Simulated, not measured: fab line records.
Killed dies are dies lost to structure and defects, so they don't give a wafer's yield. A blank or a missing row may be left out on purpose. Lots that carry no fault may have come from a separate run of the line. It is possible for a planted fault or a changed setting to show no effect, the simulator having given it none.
The same fault as seen by 2 desks -- flow rit-cmos -- every desk sees just its own numbers, and what lay behind them comes last

THE METROLOGY DESK
Lot by lot, what the gauges showed, no matter which tool ran the lot: averages of those sampled wafers that carry a number. If a lot's mean is further than 4 standard deviations from the usual mean, the lot is out of limits and carries the mark OUT (the distance appears in the brackets).
Columns: A = CONTACT_OVL at RIT_CONTACT_OVL_MEAS_09, usual -0.2 nm; B = M1_AL_THK at RIT_M1_THK_MEAS_02, usual 400 nm
lot,first seen here,A,B
L987,day 3 06:03,0.4,397
L988,day 3 13:07,-1.0,404
L990,day 3 20:52,0.7,403
L991,day 4 05:14,1.1,394
L992,day 4 07:26,0.1,402
L994,day 4 19:08,-1.5,403
L995,day 5 01:37,0.7,393
L996,day 5 04:14,-0.5,396
L998,day 5 16:59,-1.0,399
L999,day 5 22:26,-0.4,396
L100,day 6 00:26,-0.0,408
L101,day 6 07:41,0.0,405
L102,day 6 09:22,-0.2,409
L103,day 6 14:50,-1.0,400
L105,day 7 03:37,-1.1,401
This desk found nothing out of limits on any of the 15 lots.

THE TOOL OWNER'S DESK: furnace-04
The tool's own readings at RIT_REOX_OXIDATION_03 (target thk 25.2 nm, ox time 5580 s): means of the sampled wafers that have a number, for each lot that ran on this tool. If a lot's mean is further than 4 standard deviations from the usual mean, the lot is out of limits and carries the mark OUT (the distance appears in the brackets).
Columns: A = ox-temp-c-max at RIT_REOX_OXIDATION_03, usual 905.6
lot,first seen here,A
L987,day 2 15:52,908.4
L988,day 2 23:31,906.9
L990,day 3 06:49,906.6
L992,day 3 17:55,906.7
L998,day 5 02:34,907.5
L101,day 5 16:53,906.6
L102,day 5 19:26,906.9
L103,day 6 00:46,907.2
This desk found nothing out of limits on any of the 8 lots.

BROUGHT TOGETHER
Metrology desk: nothing out of limits seen.
Nothing out of limits was seen by the tool owner's desk.

WHAT THE SIMULATOR HAD INSERTED
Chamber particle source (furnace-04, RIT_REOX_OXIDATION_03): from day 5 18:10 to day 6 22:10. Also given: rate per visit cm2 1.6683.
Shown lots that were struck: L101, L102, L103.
